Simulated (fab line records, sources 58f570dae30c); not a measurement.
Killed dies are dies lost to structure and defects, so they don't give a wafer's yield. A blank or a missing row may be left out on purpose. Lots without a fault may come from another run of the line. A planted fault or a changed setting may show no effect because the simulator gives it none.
Chamber matching | flow berkeley_cmos170 | UCB170_PWELL_ETCH_14 on rie_diel-01: 4 sister chambers
The step etches Si3N4 in CH3F/Ar/O2, stops on SiO2, target depth 242 nm, time 151 s. 4 wafers are shown with their chamber, then 8 later ones without.

WAFERS WITH THEIR CHAMBER
wafer  | chamber | drypump_motor_current_A (A)
L525.4 | 3       | 5.54
L530.3 | 2       | 5.74
L530.6 | 1       | 5.24
L531.2 | 0       | 4.90

WAFERS WITHOUT THEIR CHAMBER
wafer  | drypump_motor_current_A (A)
L531.4 | 5.21
L531.6 | 5.23
L544.2 | 5.73
L544.4 | 4.90
L544.5 | 5.56
L545.1 | 5.55
L545.4 | 5.71
L545.6 | 4.92

WHICH CHAMBER EACH WENT THROUGH
wafer  | from the rows above | in truth
L531.4 | 1                   | 1
L531.6 | 1                   | 1
L544.2 | 2                   | 2
L544.4 | 0                   | 0
L544.5 | 3                   | 3
L545.1 | 3                   | 3
L545.4 | 2                   | 2
L545.6 | 0                   | 0
Placed correctly: 8 of 8. Can't be placed from these rows: 0. Placed wrongly: 0.
How it was worked out, from the rows above alone: a wafer's distance from a chamber is the root of the sum, over the readings, of the square of ((its reading less the chamber's mean) divided by the reading's scatter). The wafer belongs to the nearest chamber; if the next one is less than 2 further off, it can't be placed. A chamber's mean is the mean of its shown wafers. The scatter: with one shown wafer a chamber, the root of the mean of the squares of how far each hidden wafer lies from its nearest shown one.
